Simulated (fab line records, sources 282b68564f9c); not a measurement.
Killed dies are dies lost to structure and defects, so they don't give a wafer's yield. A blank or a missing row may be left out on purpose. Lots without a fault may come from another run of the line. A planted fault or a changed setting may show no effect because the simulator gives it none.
One fault seen from 2 desks | flow rit_cmos | each desk has only its own numbers; what lay behind them comes last

THE TOOL OWNER'S DESK: implanter-01
The tool's own readings at RIT_NSD_IMPLANT_08: means of the sampled wafers that have a number, for each lot that ran on this tool. A lot is out of limits, marked OUT, if its mean lies more than 4 standard deviations from the usual mean; the brackets give that distance.
Columns: A = beam_on_s at RIT_NSD_IMPLANT_08, usual 9.98 s; B = faraday_current_uA at RIT_NSD_IMPLANT_08, usual 3141
lot  | first seen here | A               | B
L449 | day 3 08:43     | 10.04           | 3118
L450 | day 3 10:37     | 10.10           | 3105
L457 | day 5 03:31     | 9.78            | 3206
L467 | day 7 00:39     | 14.31 (+23) OUT | 2194 (-16) OUT
L469 | day 7 11:44     | 14.07 (+22) OUT | 2234 (-15) OUT
This desk's finding: out of limits on L467, L469; first on L467, day 7 00:39 (beam_on_s at RIT_NSD_IMPLANT_08). In limits: L449, L450, L457.

THE METROLOGY DESK
What the gauges read, lot by lot, whatever tool the lot ran on: means of the sampled wafers that have a number. A lot is out of limits, marked OUT, if its mean lies more than 4 standard deviations from the usual mean; the brackets give that distance.
Columns: A = NSD_TW at RIT_NSD_TW_MEAS_10, usual 3103; B = NSD_RS at RIT_SDANNEAL_RS_MEAS_05, usual 84.49 ohm/sq
lot  | first seen here | A               | B
L448 | day 3 03:14     | 3066            | 84.76
L449 | day 3 09:02     | 3110            | 84.47
L450 | day 3 10:56     | 3136            | 84.22
L451 | day 3 15:14     | 3068            | 84.53
L453 | day 4 05:03     | 3067            | 84.63
L455 | day 4 16:40     | 3060            | 84.60
L456 | day 4 20:22     | 3145            | 84.28
L457 | day 5 03:50     | 3088            | 84.91
L459 | day 5 11:28     | 3102            | 84.51
L460 | day 5 16:39     | 3132            | 84.60
L461 | day 5 21:35     | 3087            | 84.54
L467 | day 7 00:58     | 3375 (+8.5) OUT | 64.18 (-78) OUT
L469 | day 7 12:03     | 3354 (+7.9) OUT | 64.35 (-77) OUT
L471 | day 7 23:08     | 3143            | 84.38
This desk's finding: out of limits on L467, L469; first on L467, day 7 00:58 (NSD_TW at RIT_NSD_TW_MEAS_10). In limits: L448, L449, L450, L451, L453, L455, L456, L457, L459, L460, L461, L471.

PUT TOGETHER
The tool owner's desk could have raised an alarm at day 7 00:39, on L467, L469.
The metrology desk could have raised an alarm at day 7 00:58, on L467, L469.
Of the lots named, all ran RIT_NSD_IMPLANT_08 on implanter-01.

WHAT THE SIMULATOR HAD PUT IN
Process parameter drift: implanter-01, from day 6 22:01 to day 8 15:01, at RIT_NSD_IMPLANT_08. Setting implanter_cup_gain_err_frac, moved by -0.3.
Lots struck among those shown: L467, L469.
Hours from the fault's start to each desk's first reading out of limits: the tool owner's desk, 3; the metrology desk, 3.
